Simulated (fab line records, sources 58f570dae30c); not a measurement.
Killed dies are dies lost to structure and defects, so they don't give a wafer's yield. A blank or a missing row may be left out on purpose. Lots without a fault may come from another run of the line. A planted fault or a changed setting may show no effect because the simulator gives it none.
Problem report in the 8D (eight disciplines) form, filled by code | flow berkeley_cmos170 | the parts of the form that need people (team, actions taken, sign-off) are left out

1. THE PROBLEM
NLDD_TW at UCB170_NLDD_TW_MEAS_11 reads a mean of 2110 on 6 wafers of 2 lots; wafers without a fault read 2236 with a standard deviation of 16. That is -7.9 standard deviations from the usual mean.
First seen on wafer L447.1, day 9 05:01, on film_metro-04. The record holds 42 wafers of 14 lots with a number at this step. Rule for "out", or "out of limits": more than 4 standard deviations from the usual mean. The other wafers with a number count as sound.

2. WHAT IT IS AND WHAT IT IS NOT
question                    | is                     | is not
which readings at this step | NLDD_TW                | -
which lots                  | L447, L451             | L437, L439, L440, L441, L442, L444, L446, L449, L454, L456, L458, L460
which wafers of those lots  | all that have a number | -
read on which gauges        | film_metro-04          | film_metro-01, film_metro-03
when                        | from day 9 05:01       | up to then (24 sound wafers); but 12 sound wafers of L454, L456, L458, L460 came after

3. SUSPECTS, AND WHAT RULES EACH OUT
Counting: a tool at a process step up to the reading stays a suspect if it ran every lot that is out and no sound lot after the first of them.
- the gauge at UCB170_NLDD_TW_MEAS_11: ruled out. All the wafers that are out were read on film_metro-04, but those of them that UCB170_NLDD_IMPLANT_09 has rows for are out there too, on other tools.
- implanter-02 at UCB170_NLDD_IMPLANT_09: kept. It ran every lot that is out, first L447 (day 9 04:46), and no sound lot after that; its last sound lot up to then is L446 (day 8 17:01). Its own readings are out on those wafers: dose_ions_cm2, faraday_current_uA.
Left after counting: implanter-02 at UCB170_NLDD_IMPLANT_09.

4. THE CAUSE (what the simulator had put in)
Process parameter drift: implanter-02, from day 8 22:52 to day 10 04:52, at UCB170_NLDD_IMPLANT_09. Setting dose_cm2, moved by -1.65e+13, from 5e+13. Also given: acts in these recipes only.
Counting left only this tool.

5. THE CHAIN OF EFFECTS, in route order
Each row: a reading whose mean over the struck wafers that have a number lies more than 3 standard deviations from the usual. Only readings for which the record gives a usual standard deviation are gone through. hours: the time from each lot's start at the first step in this table that gives one to its start at this step, as a median over the lots. sigmas: the change in usual standard deviations.
hours | step                       | reading            | usual        | on struck wafers | change | sigmas
0     | UCB170_NLDD_IMPLANT_09     | dose_ions_cm2      | 5e+13        | 3e+13            | -2e+13 | -99 or more
0     | UCB170_NLDD_IMPLANT_09     | faraday_current_uA | 159          | 106              | -53    | -17
0     | UCB170_NLDD_TW_MEAS_11     | NLDD_TW            | 2236         | 2110             | -126   | -7.9
13    | UCB170_SDANNEAL_RS_MEAS_05 | NLDD_RS            | 616.8 ohm/sq | 696.9            | +80.1  | +57
The process steps in it:
- UCB170_NLDD_IMPLANT_09
Later measuring or inspecting steps at which every struck wafer that the step has a row for has a number for every such reading, and none has moved that far: UCB170_PSD_CD_MEAS_06.

6. WHAT WOULD HAVE CAUGHT IT SOONER
In this record the first reading out of limits at a measuring or inspecting step was taken at day 9 05:01, 6 hours after the fault began at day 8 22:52.
The tool's own readings at UCB170_NLDD_IMPLANT_09 were out on every struck wafer that the step has a row for (dose_ions_cm2, faraday_current_uA): an alarm limit on them would have fired on the first of those.
Of the lots that are out (2), L451 began UCB170_NLDD_IMPLANT_09 on implanter-02 after day 9 05:01. A hold on the tool at that time would have spared it.
